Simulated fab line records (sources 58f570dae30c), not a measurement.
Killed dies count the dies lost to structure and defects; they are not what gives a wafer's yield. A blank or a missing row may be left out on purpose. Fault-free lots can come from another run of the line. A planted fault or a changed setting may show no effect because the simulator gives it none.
fab line records | flow berkeley-cmos170 | part 1 of 2: steps 1 to 26 of 35
record: lots: 5 wafers: 15 last-day: 13
route steps=331 shown CONTACT@220 M1@238 V1@254
lots with no fault: from the same line, run without faults
start-h: start of the lot's first displayed wafer, in hours after the record's first day | wait-h: how many hours have passed since the lot's step before this one | " as in the row above | L1.1+2: a single row standing in for several wafers | - no value, or no start given | * or withheld: withheld | < > ~ a bound
route shown NAME@n: names a module that has steps shown in the file, with the first one's number in the route | usual: average and standard deviation across the fault-free wafers | same: alike in all rows | chamber/n: place in a boat | sites: readings site by site | _std_site: how widely they spread, as a standard deviation | _edge_site: the outer-site mean with the inner-site mean subtracted | radius-mm: how far each site lies from the wafer's centre | mask NAME#n: copy n | behind: the tool/chamber that last shaped the wafer | hold: reason for holding the lot/hours on hold/outcome of the hold | device: transistor that didn't switch, given as n, p or np | end of line: tests of these same wafers at the route's end | a step with no rows: only its recipe | killed: dies that structure and defects cost at the first sort, which is not the same as the wafer's yield | map: the dies of a wafer, with x for killed, . for not killed, _ for no die there
set.NAME: the setting the step ran with; set.NAME@STEP: the setting that earlier step ran with | model.NAME: the simulator's own value behind a step, which no gauge read
lots at some steps of the route; a table a step, a row a wafer
services: the hour from which a tool's chamber was out of use, counted from the record's first day as start-h (under 0 if before that day), plus the number of hours and why
== steps ==
step: UCB170_CONTACT_COAT_04
recipe: resist: KrF spin-rpm: 1500 resist-thk-nm: 900
usual: chill-plate-temp-C: 22.98/0.12
columns lot.wafer tool chamber start-h wait-h chill-plate-temp-C
L081.1 litho-track-04 0 209.26 0.1 22.99
L081.4 " 0 " " 23.07
L081.6 " 0 " " 23.05
L077.2 litho-track-01 0 209.39 0.1 23.02
L077.4 " 0 " " 23.23
L077.5 " 0 " " 23.07
L086.3 litho-track-01 0 230.30 0.1 23.14
L086.5 " 0 " " 23.00
L086.6 " 0 " " 23.02
L093.2 litho-track-02 0 261.44 0.1 22.91
L093.3 " 0 " " 22.92
L093.6 " 0 " " 22.95
L096.1 litho-track-04 0 285.24 0.1 22.83
L096.5 " 0 " " 22.90
L096.6 " 0 " " 22.97
step: UCB170_CONTACT_SOFTBAKE_05
recipe: resist: KrF temp-c: 130 time-s: 60
usual: chill-plate-temp-C: 22.99/0.11
columns lot.wafer tool chamber start-h wait-h chill-plate-temp-C
L081.1 litho-track-04 0 209.41 0.1 23.00
L081.4 " 0 " " 23.01
L081.6 " 0 " " 23.10
L077.2 litho-track-01 0 209.54 0.1 22.88
L077.4 " 0 " " 22.93
L077.5 " 0 " " 22.87
L086.3 litho-track-01 0 230.45 0.1 22.91
L086.5 " 0 " " 22.94
L086.6 " 0 " " 23.08
L093.2 litho-track-02 0 261.59 0.1 22.92
L093.3 " 0 " " 22.91
L093.6 " 0 " " 23.03
L096.1 litho-track-04 0 285.39 0.1 23.02
L096.5 " 0 " " 23.11
L096.6 " 0 " " 23.07
step: UCB170_CONTACT_STRIP_06
recipe: chemistry: O2 power-w: 400 pressure-mtorr: 3500 platen-temp-c: withheld o2-flow-sccm: 400 overash-fraction: 0.5
usual: drypump-motor-current-A: 6.1/0.42 oes-product-au: 0.735/0.0043 strip-time-to-endpoint-s: 21.97/0.055
columns lot.wafer tool chamber start-h wait-h drypump-motor-current-A oes-product-au rf-hours-counter-h strip-time-to-endpoint-s
L081.1 plasma-asher-04 0 209.56 0.1 6.6 0.727 44 22.05
L081.4 " 1 " " 6.1 0.729 - 22.07
L081.6 " 0 " " 6.6 0.734 - 21.97
L077.2 plasma-asher-02 1 209.67 0.1 5.9 0.735 50 22.01
L077.4 " 1 " " 5.9 0.734 - 21.99
L077.5 " 0 " " 6.4 0.725 - 22.02
L086.3 plasma-asher-04 0 230.58 0.1 6.6 0.731 - 21.96
L086.5 " 0 " " 6.6 0.732 - 21.94
L086.6 " 1 " " 6.1 0.737 - 22.01
L093.2 plasma-asher-04 0 261.72 0.1 6.6 0.728 52 21.99
L093.3 " 1 " " 6.1 0.736 - 21.97
L093.6 " 0 " " 6.6 0.731 - 21.95
L096.1 plasma-asher-01 1 285.54 0.1 5.4 0.739 21 22.00
L096.5 " 1 " " 5.4 0.733 - 21.98
L096.6 " 0 " " 6.4 0.742 - 21.92
step: UCB170_CONTACT_CLEAN_07
recipe: chemistry: SPM temp-c: 120 time-s: 600
columns lot.wafer tool chamber start-h wait-h
L081.1+4+6 wet-bench-01 3 209.66 0.1
L077.2+4+5 wet-bench-02 3 209.77 0.1
L086.3+5+6 wet-bench-02 2 230.65 0.0
L093.2+3+6 wet-bench-01 3 261.82 0.1
L096.1+5+6 wet-bench-03 3 285.64 0.1
step: UCB170_CONTACT_RTA_08
recipe: temp-c: 900 time-s: 10 ambient: N2
usual: anneal-temp-c-max: 904.9/1.4 chamber-o2-ppm: 1.998/0.023 lamp-power-pct: 22.7/2 wafer_temp_C_max: 902.2/0.56
columns lot.wafer tool chamber start-h wait-h anneal-temp-c-max chamber-o2-ppm lamp-power-pct wafer_temp_C_max
L081.1 rtp-anneal-02 0 209.84 0.0 903.0 1.995 20.8 903.0
L081.4 " 0 " " 903.9 1.995 20.8 903.0
L081.6 " 0 " " 905.0 2.015 20.8 901.8
L077.2 rtp-anneal-01 0 209.96 0.0 906.0 1.977 24.7 902.7
L077.4 " 0 " " 906.8 1.990 24.7 903.3
L077.5 " 0 " " 905.9 1.984 24.7 902.4
L086.3 rtp-anneal-01 0 230.85 0.0 904.8 1.979 24.7 902.1
L086.5 " 0 " " 905.3 1.976 24.7 901.8
L086.6 " 0 " " 905.4 2.011 24.7 902.1
L093.2 rtp-anneal-02 0 262.00 0.0 904.3 1.944 20.7 902.0
L093.3 " 0 " " 903.6 2.013 20.8 901.8
L093.6 " 0 " " 903.3 2.020 20.8 902.1
L096.1 rtp-anneal-02 0 285.83 0.0 903.4 2.001 20.8 901.4
L096.5 " 0 " " 904.7 2.008 20.8 901.7
L096.6 " 0 " " 903.8 1.964 20.8 901.5
step: UCB170_CONTACT_COAT_09
recipe: resist: BARC temp-c: withheld time-s: withheld spin-rpm: 3000 resist-thk-nm: withheld
usual: chill-plate-temp-C: *
columns lot.wafer tool chamber start-h wait-h chill-plate-temp-C
L081.1 litho-track-02 0 210.26 0.4 *
L081.4 " 0 " " *
L081.6 " 0 " " *
L077.2 litho-track-04 0 210.59 0.6 *
L077.4 " 0 " " *
L077.5 " 0 " " *
L086.3 litho-track-01 0 230.94 0.1 *
L086.5 " 0 " " *
L086.6 " 0 " " *
L093.2 litho-track-04 0 262.83 0.8 *
L093.3 " 0 " " *
L093.6 " 0 " " *
L096.1 litho-track-04 0 285.90 0.1 *
L096.5 " 0 " " *
L096.6 " 0 " " *
step: UCB170_CONTACT_COAT_10
recipe: resist: KrF spin-rpm: 1500 resist-thk-nm: 900
usual: chill-plate-temp-C: 23.03/0.11
columns lot.wafer tool chamber start-h wait-h chill-plate-temp-C
L081.1 litho-track-02 0 - - 23.19
L081.4 " 0 " " 23.08
L081.6 " 0 " " 23.02
L077.2 litho-track-04 0 - - 23.12
L077.4 " 0 " " 23.03
L077.5 " 0 " " 23.09
L086.3 litho-track-01 0 - - 23.19
L086.5 " 0 " " 23.30
L086.6 " 0 " " 23.13
L093.2 litho-track-04 0 - - 22.95
L093.3 " 0 " " 22.94
L093.6 " 0 " " 22.92
L096.1 litho-track-04 0 - - 23.21
L096.5 " 0 " " 23.10
L096.6 " 0 " " 23.08
step: UCB170_CONTACT_SOFTBAKE_11
recipe: resist: KrF temp-c: 130 time-s: 60
usual: chill-plate-temp-C: 23.01/0.1
columns lot.wafer tool chamber start-h wait-h chill-plate-temp-C
L081.1 litho-track-02 0 - - 22.82
L081.4 " 0 " " 22.96
L081.6 " 0 " " 22.85
L077.2 litho-track-04 0 - - 22.93
L077.4 " 0 " " 22.79
L077.5 " 0 " " 22.87
L086.3 litho-track-01 0 - - 23.00
L086.5 " 0 " " 22.91
L086.6 " 0 " " 22.97
L093.2 litho-track-04 0 - - 23.06
L093.3 " 0 " " 22.93
L093.6 " 0 " " 23.00
L096.1 litho-track-04 0 - - 22.76
L096.5 " 0 " " 22.78
L096.6 " 0 " " 22.91
step: UCB170_CONTACT_EXPOSE_12
recipe: mask-id: CONT target-cd-nm: 700 na: 0.5 sigma-outer: 0.6 source-shape: conventional dose-mj: 34.41
same: sigma-outer: 0.6
columns lot.wafer tool chamber start-h wait-h mask
L081.1+4+6 krf-scanner-01 0 211.04 - CONT#0
L077.2+4+5 krf-scanner-02 0 211.31 - CONT#0
L086.3+5+6 krf-scanner-02 0 231.60 - CONT#0
L093.2+3+6 krf-scanner-02 0 - - CONT#0
L096.1+5+6 krf-scanner-02 0 286.74 - CONT#0
step: UCB170_CONTACT_PEB_13
recipe: peb-temp-c: 130 peb-time-s: withheld resist: KrF
usual: chill-plate-temp-C: 23.00/0.13
columns lot.wafer tool chamber start-h wait-h chill-plate-temp-C
L081.1 litho-track-02 0 211.71 0.6 22.91
L081.4 " 0 " " 22.94
L081.6 " 0 " " 23.10
L077.2 litho-track-01 0 211.77 0.4 23.03
L077.4 " 0 " " 23.12
L077.5 " 0 " " 23.05
L086.3 litho-track-01 0 231.84 0.2 23.22
L086.5 " 0 " " 22.95
L086.6 " 0 " " 23.19
L093.2 litho-track-04 0 - - 22.94
L093.3 " 0 " " 23.02
L093.6 " 0 " " 23.04
L096.1 litho-track-02 0 287.15 0.4 22.91
L096.5 " 0 " " 23.16
L096.6 " 0 " " 23.02
step: UCB170_CONTACT_DEVELOP_14
recipe: developer: TMAH develop-time-s: 45 resist: KrF dev-temp-c: 21
usual: chill-plate-temp-C: 22.98/0.12
columns lot.wafer tool chamber start-h wait-h chill-plate-temp-C
L081.1 litho-track-02 0 - - 22.98
L081.4 " 0 " " 22.99
L081.6 " 0 " " 23.15
L077.2 litho-track-01 0 - - 22.81
L077.4 " 0 " " 22.76
L077.5 " 0 " " 23.03
L086.3 litho-track-01 0 - - 23.05
L086.5 " 0 " " 22.96
L086.6 " 0 " " 23.06
L093.2 litho-track-04 0 - - 23.16
L093.3 " 0 " " 22.87
L093.6 " 0 " " 23.05
L096.1 litho-track-02 0 - - 22.86
L096.5 " 0 " " 22.85
L096.6 " 0 " " 22.97
step: UCB170_CONTACT_CD_MEAS_15
recipe: target-cd-nm: 700
usual: cd-nm: 699.8/1.5
columns lot.wafer tool chamber start-h wait-h cd-nm
L081.1 cd-sem-02 - 211.99 - 696.8
L081.4 " - " " 697.4
L081.6 " - " " 699.1
L077.2 cd-sem-02 - 212.13 - 701.3
L077.4 " - " " 702.0
L077.5 " - " " 702.9
L086.3 cd-sem-01 - 232.10 - 698.5
L086.5 " - " " 698.3
L086.6 " - " " 699.1
L093.2 cd-sem-01 - 264.90 - 699.4
L093.3 " - " " 697.6
L093.6 " - " " 699.2
L096.1 cd-sem-02 - 287.42 - 698.0
L096.5 " - " " 700.4
L096.6 " - " " 701.6
step: UCB170_CONTACT_OVL_MEAS_16
usual: CONTACT_OVL: 1/5.1
columns lot.wafer tool chamber start-h wait-h CONTACT_OVL[nm]
L081.1 overlay-01 - 212.11 0.1 5
L081.4 " - " " 2
L081.6 " - " " 6
L077.2 overlay-01 - 212.23 0.1 -2
L077.4 " - " " -2
L077.5 " - " " -5
L086.3 overlay-02 - 232.20 0.1 3
L086.5 " - " " 3
L086.6 " - " " 7
L093.2 overlay-01 - 265.01 0.1 -4
L093.3 " - " " 6
L093.6 " - " " -4
L096.1 overlay-02 - 287.54 0.1 0
L096.5 " - " " 3
L096.6 " - " " 7
step: UCB170_CONTACT_ETCH_17
recipe: chemistry: N2/H2 target-depth-a: withheld overetch-a: withheld target: BARC time-s: withheld source-w: 500 bias-w: 100 pressure-mtorr: 30 n2-flow-sccm: 100 h2-flow-sccm: 200
usual: drypump-motor-current-A: 5.7/0.42 oes-product-au: 0.996/0.014 throttle-valve-pct: 13.25/0.21
columns lot.wafer tool chamber start-h wait-h drypump-motor-current-A oes-product-au throttle-valve-pct
L081.1 rie-diel-01 0 212.14 0.0 5.2 1.005 13.15
L081.4 " 3 " " 5.5 1.000 13.70
L081.6 " 1 " " 5.6 0.974 12.96
L077.2 rie-diel-03 3 212.26 0.0 6.5 1.015 13.54
L077.4 " 0 " " 5.6 1.007 13.25
L077.5 " 0 " " 5.6 1.011 13.26
L086.3 rie-diel-04 3 232.22 0.0 5.9 0.991 13.25
L086.5 " 0 " " 5.8 0.990 12.99
L086.6 " 3 " " 5.9 0.988 13.27
L093.2 rie-diel-04 3 265.04 0.0 5.9 0.989 13.28
L093.3 " 2 " " 5.0 1.011 13.20
L093.6 " 0 " " 5.7 0.989 12.99
L096.1 rie-diel-03 1 287.58 0.0 5.6 0.994 13.35
L096.5 " 1 " " 5.6 0.999 13.37
L096.6 " 3 " " 6.4 0.999 13.54
step: UCB170_CONTACT_ETCH_18
recipe: chemistry: CHF3/CF4/Ar target: PSG stop-on: TiSi2 CHF3_flow_sccm: 45 cf4-flow-sccm: 15 Ar_flow_sccm: 150 pressure-mtorr: 200 rf-w: 700 target-depth-a: 8400 over-etch-frac: 0.2 time-s: 195
usual: drypump-motor-current-A: 5.7/0.42 oes-product-au: 0.898/0.011 throttle-valve-pct: 6.89/0.13
columns lot.wafer tool chamber start-h wait-h drypump-motor-current-A oes-product-au rf-hours-counter-h throttle-valve-pct
L081.1 rie-diel-01 0 - - 5.2 0.901 19 6.81
L081.4 " 3 " " 5.6 0.901 16 7.05
L081.6 " 1 " " 5.6 0.880 - 6.72
L077.2 rie-diel-03 3 - - 6.4 0.899 11 7.01
L077.4 " 0 " " 5.6 0.906 131 6.89
L077.5 " 0 " " 5.6 0.907 - 6.87
L086.3 rie-diel-04 3 - - 5.9 0.878 7 6.84
L086.5 " 0 " " 5.7 0.898 - 6.69
L086.6 " 3 " " 6.0 0.890 - 6.86
L093.2 rie-diel-04 3 - - 6.0 0.890 9 6.86
L093.3 " 2 " " 5.0 0.911 95 6.92
L093.6 " 0 " " 5.7 0.905 - 6.73
L096.1 rie-diel-03 1 - - 5.6 0.911 8 7.05
L096.5 " 1 " " 5.6 0.898 - 7.02
L096.6 " 3 " " 6.4 0.896 - 7.01
step: UCB170_CONTACT_STRIP_19
recipe: chemistry: O2 power-w: 400 pressure-mtorr: 3500 platen-temp-c: withheld o2-flow-sccm: 400 overash-fraction: 0.5
usual: drypump-motor-current-A: 6.1/0.42 oes-product-au: 0.725/0.0042
columns lot.wafer tool chamber start-h wait-h drypump-motor-current-A oes-product-au rf-hours-counter-h
L081.1 plasma-asher-01 1 212.31 - 5.4 0.723 11
L081.4 " 0 " " 6.4 0.731 -
L081.6 " 0 " " 6.4 0.724 -
L077.2 plasma-asher-04 1 212.43 - 6.1 0.728 45
L077.4 " 1 " " 6.1 0.726 -
L077.5 " 1 " " 6.1 0.719 -
L086.3 plasma-asher-02 0 232.42 - 6.4 0.719 -
L086.5 " 1 " " 5.9 0.726 -
L086.6 " 0 " " 6.4 0.721 -
L093.2 plasma-asher-04 0 265.21 - 6.6 0.729 52
L093.3 " 0 " " 6.6 0.731 -
L093.6 " 0 " " 6.6 0.727 -
L096.1 plasma-asher-02 1 287.75 - 5.9 0.722 59
L096.5 " 1 " " 5.9 0.725 -
L096.6 " 0 " " 6.4 0.728 -
step: UCB170_CONTACT_CD_MEAS_90
recipe: target-cd-nm: 700
usual: cd-nm: 699.8/1.7
columns lot.wafer tool chamber start-h wait-h cd-nm
L081.1 cd-sem-01 - 212.41 0.1 696.7
L081.4 " - " " 698.1
L081.6 " - " " 699.6
L077.2 cd-sem-02 - 212.55 0.1 700.3
L077.4 " - " " 702.7
L077.5 " - " " 703.0
L086.3 cd-sem-01 - 232.61 0.2 696.8
L086.5 " - " " 696.7
L086.6 " - " " 697.7
L093.2 cd-sem-02 - 265.33 0.1 697.7
L093.3 " - " " 697.4
L093.6 " - " " 697.6
L096.1 cd-sem-01 - 287.85 0.1 697.7
L096.5 " - " " 699.0
L096.6 " - " " 700.6
step: UCB170_CONTACT_CLEAN_20
recipe: chemistry: SPM temp-c: 120 time-s: 600
columns lot.wafer tool chamber start-h wait-h
L081.1+4+6 wet-bench-01 0 212.53 0.1
L077.2+4+5 wet-bench-02 0 212.65 0.1
L086.3+5+6 wet-bench-03 2 232.69 0.1
L093.2+3+6 wet-bench-01 0 265.43 0.1
L096.1+5+6 wet-bench-03 3 287.97 0.1
step: UCB170_M1_SPUTTER_00
recipe: material: Al target-thk-nm: 600 time-s: 80 power-w: 6000 chamber-pressure-pa: 0.5
usual: throttle-valve-pct: 29.7/0.71
columns lot.wafer tool chamber start-h wait-h throttle-valve-pct
L081.1 pvd-sputter-04 - 212.72 0.0 30.1
L081.4 " - " " 30.1
L081.6 " - " " 30.1
L077.2 pvd-sputter-03 - 212.83 0.0 30.5
L077.4 " - " " 30.7
L077.5 " - " " 30.2
L086.3 pvd-sputter-03 - 232.86 0.0 29.0
L086.5 " - " " 30.2
L086.6 " - " " 28.9
L093.2 pvd-sputter-01 - 265.60 0.0 30.5
L093.3 " - " " 28.3
L093.6 " - " " 30.5
L096.1 pvd-sputter-03 - 288.16 0.0 28.8
L096.5 " - " " 29.1
L096.6 " - " " 28.8
step: UCB170_M1_RS_MEAS_01
recipe: thk-meas-gauge: four-point-probe reads: Al_of_M1_SPUTTER_00
usual: M1_AL_RS: 0.0486/0.00043
columns lot.wafer tool chamber start-h wait-h M1_AL_RS[ohm/sq]
L081.1 film-metro-03 - 212.78 0.0 0.0487
L081.4 " - " " 0.0479
L081.6 " - " " 0.0479
L077.2 film-metro-01 - 212.91 0.1 0.0486
L077.4 " - " " 0.0487
L077.5 " - " " 0.0486
L086.3 film-metro-03 - 232.96 0.1 0.0487
L086.5 " - " " 0.0484
L086.6 " - " " 0.0485
L093.2 film-metro-03 - 265.68 0.1 0.0486
L093.3 " - " " 0.0487
L093.6 " - " " 0.0487
L096.1 film-metro-02 - 288.22 0.0 0.0492
L096.5 " - " " 0.0486
L096.6 " - " " 0.0490
step: UCB170_M1_THK_MEAS_02
recipe: thk-meas-gauge: xrf reads: Al_of_M1_SPUTTER_00
usual: M1_AL_THK: 596/6
columns lot.wafer tool chamber start-h wait-h M1_AL_THK[nm]
L081.1 film-metro-03 - 212.90 0.1 598
L081.4 " - " " 605
L081.6 " - " " 604
L077.2 film-metro-01 - 213.02 0.1 599
L077.4 " - " " 597
L077.5 " - " " 602
L086.3 film-metro-03 - 233.06 0.1 594
L086.5 " - " " 596
L086.6 " - " " 596
L093.2 film-metro-03 - 265.79 0.1 595
L093.3 " - " " 594
L093.6 " - " " 594
L096.1 film-metro-02 - 288.34 0.1 585
L096.5 " - " " 595
L096.6 " - " " 591
step: UCB170_M1_COAT_03
recipe: resist: BARC temp-c: withheld time-s: withheld spin-rpm: 3000 resist-thk-nm: withheld
usual: chill-plate-temp-C: *
columns lot.wafer tool chamber start-h wait-h chill-plate-temp-C
L081.1 litho-track-02 0 213.30 0.4 *
L081.4 " 0 " " *
L081.6 " 0 " " *
L077.2 litho-track-03 0 213.44 0.4 *
L077.4 " 0 " " *
L077.5 " 0 " " *
L086.3 litho-track-04 0 233.15 0.1 *
L086.5 " 0 " " *
L086.6 " 0 " " *
L093.2 litho-track-02 0 265.99 0.2 *
L093.3 " 0 " " *
L093.6 " 0 " " *
L096.1 litho-track-03 0 288.62 0.3 *
L096.5 " 0 " " *
L096.6 " 0 " " *
step: UCB170_M1_COAT_04
recipe: resist: KrF spin-rpm: 1500 resist-thk-nm: 900
usual: chill-plate-temp-C: 23.00/0.094
columns lot.wafer tool chamber start-h wait-h chill-plate-temp-C
L081.1 litho-track-02 0 - - 23.09
L081.4 " 0 " " 23.01
L081.6 " 0 " " 23.06
L077.2 litho-track-03 0 - - 22.97
L077.4 " 0 " " 23.04
L077.5 " 0 " " 22.94
L086.3 litho-track-04 0 - - 23.18
L086.5 " 0 " " 23.01
L086.6 " 0 " " 22.94
L093.2 litho-track-02 0 - - 22.98
L093.3 " 0 " " 23.16
L093.6 " 0 " " 23.04
L096.1 litho-track-03 0 - - 23.01
L096.5 " 0 " " 22.94
L096.6 " 0 " " 23.00
step: UCB170_M1_SOFTBAKE_05
recipe: resist: KrF temp-c: 130 time-s: 60
usual: chill-plate-temp-C: 23.01/0.1
columns lot.wafer tool chamber start-h wait-h chill-plate-temp-C
L081.1 litho-track-02 0 - - 23.12
L081.4 " 0 " " 23.08
L081.6 " 0 " " 23.19
L077.2 litho-track-03 0 - - 22.95
L077.4 " 0 " " 23.00
L077.5 " 0 " " 23.10
L086.3 litho-track-04 0 - - 23.06
L086.5 " 0 " " 22.92
L086.6 " 0 " " 22.98
L093.2 litho-track-02 0 - - 23.16
L093.3 " 0 " " 22.96
L093.6 " 0 " " 22.93
L096.1 litho-track-03 0 - - 23.00
L096.5 " 0 " " 22.98
L096.6 " 0 " " 23.05
step: UCB170_M1_EXPOSE_06
recipe: mask-id: METAL1 target-cd-nm: 700 na: 0.5 sigma-outer: 0.6 source-shape: conventional dose-mj: 21
same: sigma-outer: 0.6
columns lot.wafer tool chamber start-h wait-h mask
L081.1+4+6 krf-scanner-01 0 213.75 - METAL1#0
L077.2+4+5 krf-scanner-01 0 213.89 - METAL1#0
L086.3+5+6 krf-scanner-01 0 233.59 - METAL1#0
L093.2+3+6 krf-scanner-02 0 266.56 - METAL1#0
L096.1+5+6 krf-scanner-01 0 289.20 - METAL1#0
step: UCB170_M1_PEB_07
recipe: peb-temp-c: 130 peb-time-s: withheld resist: KrF
usual: chill-plate-temp-C: 23.01/0.12
columns lot.wafer tool chamber start-h wait-h chill-plate-temp-C
L081.1 litho-track-04 0 213.90 0.1 23.04
L081.4 " 0 " " 23.05
L081.6 " 0 " " 23.02
L077.2 litho-track-02 0 214.05 0.1 22.91
L077.4 " 0 " " 23.02
L077.5 " 0 " " 23.16
L086.3 litho-track-03 0 233.72 0.1 22.91
L086.5 " 0 " " 22.83
L086.6 " 0 " " 22.93
L093.2 litho-track-03 0 266.93 0.4 22.99
L093.3 " 0 " " 22.91
L093.6 " 0 " " 22.90
L096.1 litho-track-02 0 289.31 0.1 23.24
L096.5 " 0 " " 23.25
L096.6 " 0 " " 23.22
